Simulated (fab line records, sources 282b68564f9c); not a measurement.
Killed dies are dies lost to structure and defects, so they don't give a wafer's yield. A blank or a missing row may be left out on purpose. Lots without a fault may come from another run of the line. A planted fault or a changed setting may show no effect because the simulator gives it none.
A struck lot beside a sound one | flow rit_cmos | 21 steps out of a route of 202
Sound: wafers L167.1, L167.3, L167.4. Struck: wafers L169.1, L169.2, L169.4. The cause comes at the end.
At each step with rows: each side's tool, then ch and its chambers, then its first start. Under that, the readings that differ: sound wafers | struck wafers | difference of the means | sigmas: that difference in standard deviations of wafers without a fault.
alike: readings whose means differ by less than 2 such deviations, and words and numbers that are the same on both sides. not compared: withheld readings, readings that some wafer has no value for, bounds like >300 that may hide the same value, and numbers for which the record gives no deviation and whose values overlap.
The two part at a step that has a row with sigmas, a row that says differs or no value, or rows on one side only. Numbers that don't overlap but have no deviation are shown without sigmas and don't part them. A reading that every wafer of one side lacks parts them only if that side has two wafers or more.

first, 3 steps without rows for these wafers: RIT_GATE_CLEAN_02 (cleans in dHF, time 30 s); RIT_GATE_CLEAN_03 (cleans in SC2, time 600 s); RIT_GATE_CLEAN_04 (cleans in dHF, time 58.39 s).
RIT_FOX2_THK_MEAS_91:
  sound on film_metro-03, day 3 12:50; struck on film_metro-01, day 3 21:43
  alike: FIELD_OXIDE_LEFT_2_THK
then, 2 steps without rows for these wafers: RIT_GATE_OXIDATION_05 (target thk 3 nm, ox time 270 s); RIT_GATE_ANNEAL_06 (time 600 s).
RIT_GATE_THK_MEAS_07:
  sound on film_metro-03, day 3 16:41; struck on film_metro-03, day 4 02:34
  alike: GATE_OXIDE_THK
then, 1 step without rows for these wafers: RIT_GATE_CVD_08 (deposits poly-Si from SiH4, target thk 250 nm, time 2220 s).
RIT_GATE_THK_MEAS_09:
  sound on film_metro-03, day 3 18:32; struck on film_metro-02, day 4 05:02
  reading            | sound             | struck            | difference | sigmas
  GATE_POLY_THK (nm) | 250.4 250.2 249.0 | 244.0 243.9 244.1 | -5.9       | -2
then, 3 steps without rows for these wafers: RIT_GATE_HMDS_10 (prime time 60 s); RIT_GATE_COAT_11 (resist thk 850 nm); RIT_GATE_SOFTBAKE_12 (time 60 s).
RIT_GATE_EXPOSE_13: exposes mask M6, target cd 150 nm.
  sound on iline_stepper-02 ch 0, day 3 19:03; struck on iline_stepper-02 ch 0, day 4 05:33
  reading | sound          | struck                  | difference | sigmas
  mask    | M6#0 M6#0 M6#0 | M6_R1#0 M6_R1#0 M6_R1#0 | differs    |
  alike: reticle_temp_C
then, 2 steps without rows for these wafers: RIT_GATE_PEB_14; RIT_GATE_DEVELOP_15 (develop time 50 s).
RIT_GATE_CD_MEAS_16: target cd 150 nm.
  sound on cd_sem-02, day 3 19:36; struck on cd_sem-01, day 4 05:57
  reading    | sound             | struck            | difference | sigmas
  cd_nm (nm) | 148.1 147.2 147.4 | 127.8 126.3 127.8 | -20.3      | -11
RIT_GATE_OVL_MEAS_17:
  sound on overlay-02, day 3 19:43; struck on overlay-02, day 4 06:04
  alike: GATE_OVL
then, 1 step without rows for these wafers: RIT_GATE_HARDBAKE_18 (time 60 s).
RIT_GATE_ETCH_19: etches poly-Si in SF6/CHF3/O2, stops on SiO2, time 165 s, target depth 312.5 nm.
  sound on rie_si-01 ch 0,2,3, day 3 19:59; struck on rie_si-02 ch 0,1,2, day 4 06:16
  reading               | sound           | struck            | difference | sigmas
  model.GATE.cd_nm (nm) | 148.2 147 147.5 | 127.9 126.5 127.6 | -20.2      |
  alike: CHF3_flow_sccm, SF6_flow_sccm, drypump_motor_current_A, oes_product_au, throttle_valve_pct
  not compared: rf_hours_counter_h
RIT_GATE_STRIP_20: strips in O2, time 180 s.
  sound on plasma_asher-04 ch 0,1, day 3 20:05; struck on plasma_asher-01 ch 0,1, day 4 06:22
  reading                     | sound          | struck         | difference | sigmas
  drypump_motor_current_A (A) | 5.01 5.55 5.02 | 5.62 6.10 6.09 | +0.74      | +3
  alike: o2_flow_sccm
  not compared: rf_hours_counter_h
RIT_M1_PROBE_99:
  sound on prober-02, day 4 17:02; struck on prober-01, day 5 03:03
  reading                             | sound             | struck            | difference | sigmas
  killed_at_front_end                 | 4 8 4             | 52 35 55          | +42        | +14
  killed_dies                         | 5 8 4             | 52 35 55          | +42        | +13
  killed_on_rim                       | 1 1 1             | 31 22 28          | +26        | +16
  model.etest.pmos_0p3.r_on_ohm_um    | 6419 6392 6518    | 5940 5918 5952    | -506       |
  model.etest.pmos_0p15.r_on_ohm_um   | 2837 2767 2863    | 2300 2250 2315    | -534       |
  model.etest.pmos_turned.r_on_ohm_um | 3591 3497 3629    | 2935 2896 2944    | -647       |
  model.etest.nmos_0p15.r_on_ohm_um   | 1175 1096 1176    | 1055 1029 1083    | -93        |
  model.etest.nmos_0p3.r_on_ohm_um    | 2220 2185 2246    | 2120 2104 2140    | -96        |
  model.etest.nmos_0p15.drive_ua_um   | 455.8 463.1 456.5 | 541.7 556.7 543.6 | +88.9      |
  model.etest.pmos_0p15.drive_ua_um   | 247.8 252.4 246.4 | 318.2 326.3 320   | +72.6      |
  model.etest.npoly_line.line_ohm_um  | 172.4 175 174.4   | 218.7 222.3 216.3 | +45.2      |
  alike: killed_at_contacts, killed_open, killed_short

WHERE THEY PART
First at RIT_GATE_THK_MEAS_09; last, within this record, at RIT_M1_PROBE_99.

WHY: what the simulator had put in
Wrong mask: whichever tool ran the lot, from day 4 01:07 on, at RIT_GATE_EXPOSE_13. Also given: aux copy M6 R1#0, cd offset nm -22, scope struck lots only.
